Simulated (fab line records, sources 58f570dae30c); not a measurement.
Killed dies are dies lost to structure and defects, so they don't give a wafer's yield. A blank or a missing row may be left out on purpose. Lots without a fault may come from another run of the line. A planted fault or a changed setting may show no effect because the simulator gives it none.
Which tool did it? | flow berkeley_cmos170 | 14 lots, 42 wafers sampled, at 6 steps of a route of 331

WHAT THE GAUGES READ, wafer by wafer
UCB170_M1_OVL_MEAS_10.
lot  | measured     | on         | M1_OVL (nm)
L132 | day 7 14:43  | overlay-02 | 6 1 0
L131 | day 7 14:59  | overlay-02 | -10 -7 -3
L133 | day 7 15:41  | overlay-02 | -1 -5 -11
L134 | day 7 15:59  | overlay-01 | 6 0 3
L136 | day 8 04:23  | overlay-02 | -2 5 -3
L138 | day 8 11:52  | overlay-01 | 0 -5 3
L139 | day 9 02:55  | overlay-02 | 0 -9 -9
L141 | day 9 14:14  | overlay-01 | 1 1 -6
L143 | day 9 20:32  | overlay-01 | -7 -7 -3
L142 | day 9 20:50  | overlay-01 | 6 -3 -2
L148 | day 10 11:20 | overlay-01 | -7 -2 2
L152 | day 11 05:53 | overlay-02 | 2 5 7
L154 | day 11 08:12 | overlay-02 | 3 2 0
L153 | day 11 10:19 | overlay-01 | 0 2 -2

UCB170_V1_BOW_MEAS_03.
lot  | measured     | on            | V1_BOW (um)
L132 | day 7 21:29  | film_metro-01 | 16 17 13
L131 | day 7 21:47  | film_metro-01 | 11 13 27
L133 | day 7 21:32  | film_metro-03 | 23 23 30
L134 | day 7 21:51  | film_metro-03 | 28 32 8
L136 | day 8 10:42  | film_metro-03 | 17 17 33
L138 | day 8 15:53  | film_metro-01 | 13 10 15
L139 | day 9 07:02  | film_metro-01 | 23 16 25
L141 | day 9 18:34  | film_metro-01 | 18 19 18
L143 | day 10 01:08 | film_metro-03 | 21 23 16
L142 | day 10 01:09 | film_metro-01 | 27 22 14
L148 | day 10 15:01 | film_metro-03 | 24 16 29
L152 | day 11 13:27 | film_metro-01 | 25 23 20
L154 | day 11 13:44 | film_metro-01 | 22 -2 15
L153 | day 11 13:44 | film_metro-03 | 18 25 24

UCB170_M2_CD_MEAS_90: target cd 700 nm.
lot  | measured     | on        | cd_nm (nm)
L132 | day 8 01:44  | cd_sem-02 | 698.5 692.4 695.5
L131 | day 8 05:51  | cd_sem-02 | 699.1 702.2 703.7
L133 | day 8 02:25  | cd_sem-02 | 702.4 700.2 700.1
L134 | day 8 06:27  | cd_sem-01 | 693.8 693.3 692.3
L136 | day 8 15:55  | cd_sem-01 | 701.4 702.7 702.7
L138 | day 8 20:28  | cd_sem-01 | 699.6 696.4 700.8
L139 | day 9 13:46  | cd_sem-02 | 703.4 695.9 702.3
L141 | day 9 23:56  | cd_sem-02 | 698.4 700.4 701.5
L143 | day 10 06:45 | cd_sem-01 | 708.9 712.7 710.7
L142 | day 10 06:23 | cd_sem-01 | 701.2 699.3 697.4
L148 | day 10 20:53 | cd_sem-02 | 706.2 709.8 710.8
L152 | day 11 19:55 | cd_sem-01 | 695.1 694.3 699.1
L154 | day 11 20:20 | cd_sem-01 | 697.0 697.3 696.6
L153 | day 11 20:06 | cd_sem-02 | 702.0 700.5 704.1

WHICH TOOL RAN EACH LOT (tool, then ch and the chambers of the sampled wafers, then the start)
lot  | UCB170_CONTACT_STRIP_06              | UCB170_M2_METAL_ETCH_18           | UCB170_M2_STRIP_19
L132 | plasma_asher-02 ch 0,1, day 7 11:20  | rie_metal-04 ch 0,1, day 8 01:27  | plasma_asher-01 ch 0,1, day 8 01:38
L131 | plasma_asher-03 ch 0,1, day 7 11:21  | rie_metal-03 ch 0,1, day 8 05:34  | plasma_asher-04 ch 0,1, day 8 05:45
L133 | plasma_asher-03 ch 0,1, day 7 12:25  | rie_metal-02 ch 1, day 8 02:08    | plasma_asher-04 ch 0,1, day 8 02:19
L134 | plasma_asher-02 ch 0,1, day 7 12:41  | rie_metal-04 ch 0,1, day 8 06:08  | plasma_asher-04 ch 0,1, day 8 06:20
L136 | plasma_asher-03 ch 0,1, day 8 00:47  | rie_metal-03 ch 0,1, day 8 15:37  | plasma_asher-04 ch 0,1, day 8 15:47
L138 | plasma_asher-02 ch 0,1, day 8 08:23  | rie_metal-04 ch 0,1, day 8 20:11  | plasma_asher-01 ch 0,1, day 8 20:22
L139 | plasma_asher-03 ch 0,1, day 8 22:23  | rie_metal-02 ch 0,1, day 9 13:29  | plasma_asher-03 ch 0,1, day 9 13:40
L141 | plasma_asher-01 ch 0,1, day 9 08:23  | rie_metal-03 ch 0,1, day 9 23:37  | plasma_asher-01 ch 0,1, day 9 23:49
L143 | plasma_asher-02 ch 0,1, day 9 15:59  | rie_metal-03 ch 0,1, day 10 06:28 | plasma_asher-01 ch 0,1, day 10 06:39
L142 | plasma_asher-03 ch 0,1, day 9 16:07  | rie_metal-04 ch 0,1, day 10 06:05 | plasma_asher-04 ch 0,1, day 10 06:16
L148 | plasma_asher-03 ch 0,1, day 10 06:16 | rie_metal-03 ch 0, day 10 20:35   | plasma_asher-01 ch 0,1, day 10 20:47
L152 | plasma_asher-03 ch 0,1, day 11 02:31 | rie_metal-04 ch 0, day 11 19:31   | plasma_asher-01 ch 0,1, day 11 19:46
L154 | plasma_asher-03 ch 0,1, day 11 05:05 | rie_metal-04 ch 0,1, day 11 19:59 | plasma_asher-01 ch 0,1, day 11 20:14
L153 | plasma_asher-02 ch 0,1, day 11 06:52 | rie_metal-02 ch 0,1, day 11 19:49 | plasma_asher-04 ch 0,1, day 11 20:00
- UCB170_CONTACT_STRIP_06: strips in O2.
- UCB170_M2_METAL_ETCH_18: etches Al in Cl2/BCl3, stops on SiO2, target depth 1170 nm, time 195 s.
- UCB170_M2_STRIP_19: strips in O2.

WHAT THE TOOLS THEMSELVES READ (means of the sampled wafers that have a number; where no wafer has one, the mark that the record gives instead)
UCB170_CONTACT_STRIP_06.
lot  | tool            | drypump_motor_current_A (A) | oes_product_au (a.u.) | strip_time_to_endpoint_s (s)
L132 | plasma_asher-02 | 5.4                         | 0.736                 | 21.90
L131 | plasma_asher-03 | 6.0                         | 0.734                 | 22.00
L133 | plasma_asher-03 | 6.1                         | 0.732                 | 22.01
L134 | plasma_asher-02 | 5.6                         | 0.729                 | 21.96
L136 | plasma_asher-03 | 6.1                         | 0.732                 | 22.03
L138 | plasma_asher-02 | 5.6                         | 0.729                 | 21.92
L139 | plasma_asher-03 | 5.9                         | 0.733                 | 22.01
L141 | plasma_asher-01 | 5.4                         | 0.737                 | 22.07
L143 | plasma_asher-02 | 5.4                         | 0.736                 | 22.00
L142 | plasma_asher-03 | 6.0                         | 0.738                 | 21.97
L148 | plasma_asher-03 | 6.1                         | 0.735                 | 21.98
L152 | plasma_asher-03 | 5.9                         | 0.736                 | 21.99
L154 | plasma_asher-03 | 6.1                         | 0.737                 | 21.98
L153 | plasma_asher-02 | 5.4                         | 0.735                 | 21.90

UCB170_M2_METAL_ETCH_18.
lot  | tool         | drypump_motor_current_A (A) | oes_product_au (a.u.) | rf_fwd_power_W (W) | throttle_valve_pct (%)
L132 | rie_metal-04 | 5.17                        | 0.878                 | 598.0              | 24.52
L131 | rie_metal-03 | 5.73                        | 0.849                 | 597.1              | 24.62
L133 | rie_metal-02 | 5.83                        | 0.874                 | 598.0              | 24.06
L134 | rie_metal-04 | 5.29                        | 0.879                 | 596.8              | 24.59
L136 | rie_metal-03 | 5.72                        | 0.836                 | 596.9              | 24.62
L138 | rie_metal-04 | 5.17                        | 0.883                 | 596.8              | 24.51
L139 | rie_metal-02 | 5.68                        | 0.862                 | 600.4              | 24.26
L141 | rie_metal-03 | 5.73                        | 0.844                 | 596.8              | 24.61
L143 | rie_metal-03 | 5.82                        | 0.832                 | 600.0              | 24.53
L142 | rie_metal-04 | 5.19                        | 0.875                 | 595.6              | 24.52
L148 | rie_metal-03 | 5.88                        | 0.820                 | 594.7              | 24.42
L152 | rie_metal-04 | 5.41                        | 0.876                 | 595.8              | 24.66
L154 | rie_metal-04 | 5.18                        | 0.879                 | 597.5              | 24.52
L153 | rie_metal-02 | 5.68                        | 0.863                 | 599.2              | 24.25

UCB170_M2_STRIP_19.
lot  | tool            | drypump_motor_current_A (A) | oes_product_au (a.u.)
L132 | plasma_asher-01 | 5.4                         | 0.507
L131 | plasma_asher-04 | 5.5                         | 0.548
L133 | plasma_asher-04 | 5.5                         | 0.546
L134 | plasma_asher-04 | 5.5                         | 0.512
L136 | plasma_asher-04 | 5.5                         | 0.540
L138 | plasma_asher-01 | 5.9                         | 0.507
L139 | plasma_asher-03 | 5.9                         | 0.539
L141 | plasma_asher-01 | 5.4                         | 0.553
L143 | plasma_asher-01 | 5.4                         | 0.709
L142 | plasma_asher-04 | 5.6                         | 0.509
L148 | plasma_asher-01 | 5.9                         | 0.710
L152 | plasma_asher-01 | 5.9                         | 0.521
L154 | plasma_asher-01 | 5.9                         | 0.505
L153 | plasma_asher-04 | 5.6                         | 0.547

THE ANSWER, worked out from the rows above alone
Rule: what is usual is taken from the lots themselves. Put in order of their means at a reading, lots are off if they are a third of the lots or fewer, leave a main group of 4 or more, and stand apart from it by a gap of 3 or more times the standard deviation of the main group's means; of several such gaps the widest counts. A main group whose means are all the same, to the digits that the tables above print for the reading, isn't used. A lot without any number at a reading at which 4 lots or more have one is off too. The other lots that the step has rows for count as sound. The gauges are gone through in route order, then the tools' own readings, and for those a lot's mean is taken as printed above. The first step at which some lot is off is used, and at that step the reading that is off furthest; a lot without a number counts as furthest.
Off: L143, L148, at UCB170_M2_STRIP_19 (oes_product_au). The main group: mean 0.528 a.u., standard deviation 0.018.
A tool fits if, at that step or a process step before it, it ran every lot that is off, and no sound lot after the first of them. One fits: rie_metal-03 at UCB170_M2_METAL_ETCH_18. Its last sound lot is L141 (day 9 23:37), its first lot that is off L143 (day 10 06:28): a fault that began between those two fits.

WHAT THE SIMULATOR HAD PUT IN
Process parameter drift: rie_metal-03, from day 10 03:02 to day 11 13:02, at UCB170_M2_METAL_ETCH_18. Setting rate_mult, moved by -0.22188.
Lots struck among those shown: L143, L148. The rule above found the same.
